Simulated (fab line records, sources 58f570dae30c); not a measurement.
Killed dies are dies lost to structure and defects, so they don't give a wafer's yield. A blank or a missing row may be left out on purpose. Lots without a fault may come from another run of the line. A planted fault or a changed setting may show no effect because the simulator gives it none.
Problem report in the 8D (eight disciplines) form, filled by code | flow berkeley_cmos170 | the parts of the form that need people (team, actions taken, sign-off) are left out

1. THE PROBLEM
PWELL_NITRIDE_THK at UCB170_PWELL_THK_MEAS_06 reads a mean of 177.8 nm on 6 wafers of 2 lots; wafers without a fault read 220.5 nm with a standard deviation of 1.8. That is -24 standard deviations from the usual mean.
First seen on wafer L323.1, day 6 01:26, on film_metro-02. The record holds 42 wafers of 14 lots with a number at this step. Rule for "out", or "out of limits": more than 4 standard deviations from the usual mean. The other wafers with a number count as sound.

2. WHAT IT IS AND WHAT IT IS NOT
question                    | is                           | is not
which readings at this step | PWELL_NITRIDE_THK            | -
which lots                  | L323, L325                   | L308, L309, L310, L311, L312, L313, L314, L315, L316, L321, L324, L330
which wafers of those lots  | all that have a number       | -
read on which gauges        | film_metro-01, film_metro-02 | film_metro-04
when                        | from day 6 01:26             | up to then (30 sound wafers); but 6 sound wafers of L324, L330 came after

3. SUSPECTS, AND WHAT RULES EACH OUT
Counting: a tool at a process step up to the reading stays a suspect if it ran every lot that is out and no sound lot after the first of them.
- the gauge at UCB170_PWELL_THK_MEAS_06: ruled out. The wafers that are out were read on 2 gauges (film_metro-01, film_metro-02).
- lpcvd-01 at UCB170_PWELL_CVD_05 (deposits Si3N4 from SiH2Cl2/NH3, target thk 220 nm, time 3300 s): kept. It ran every lot that is out, first L323 (day 5 23:31), and no sound lot after that; its last sound lot up to then is L311 (day 3 13:14). Its own readings are out on those wafers: pressure_mtorr.
Left after counting: lpcvd-01 at UCB170_PWELL_CVD_05.

4. THE CAUSE (what the simulator had put in)
Process parameter drift: lpcvd-01, from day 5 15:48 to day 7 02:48, at UCB170_PWELL_CVD_05. Setting pressure_mtorr, moved by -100, from 200. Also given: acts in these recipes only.
Counting left only this tool.

5. THE CHAIN OF EFFECTS, in route order
Each row: a reading whose mean over the struck wafers that have a number lies more than 3 standard deviations from the usual. Only readings for which the record gives a usual standard deviation are gone through. hours: the time from each lot's start at the first step in this table that gives one to its start at this step, as a median over the lots. sigmas: the change in usual standard deviations.
hours | step                     | reading           | usual       | on struck wafers | change | sigmas
0     | UCB170_PWELL_CVD_05      | pressure_mtorr    | 199.9 mTorr | 100.2            | -99.8  | -99 or more
2     | UCB170_PWELL_THK_MEAS_06 | PWELL_NITRIDE_THK | 220.5 nm    | 177.8            | -42.7  | -24
3     | UCB170_PWELL_ETCH_14     | oes_product_au    | 0.939 a.u.  | 0.829            | -0.110 | -12
The process steps in it:
- UCB170_PWELL_CVD_05: deposits Si3N4 from SiH2Cl2/NH3, target thk 220 nm, time 3300 s.
- UCB170_PWELL_ETCH_14: etches Si3N4 in CH3F/Ar/O2, stops on SiO2, target depth 242 nm, time 151 s.
Later measuring or inspecting steps at which every struck wafer that the step has a row for has a number for every such reading, and none has moved that far: UCB170_SCREENOX_THK_MEAS_02, UCB170_NSD_OVL_MEAS_07.

6. WHAT WOULD HAVE CAUGHT IT SOONER
In this record the first reading out of limits at a measuring or inspecting step was taken at day 6 01:26, 10 hours after the fault began at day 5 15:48.
The tool's own readings at UCB170_PWELL_CVD_05 were out on every struck wafer that the step has a row for (pressure_mtorr): an alarm limit on them would have fired on the first of those.
Of the lots that are out (2), L325 began UCB170_PWELL_CVD_05 on lpcvd-01 after day 6 01:26. A hold on the tool at that time would have spared it.
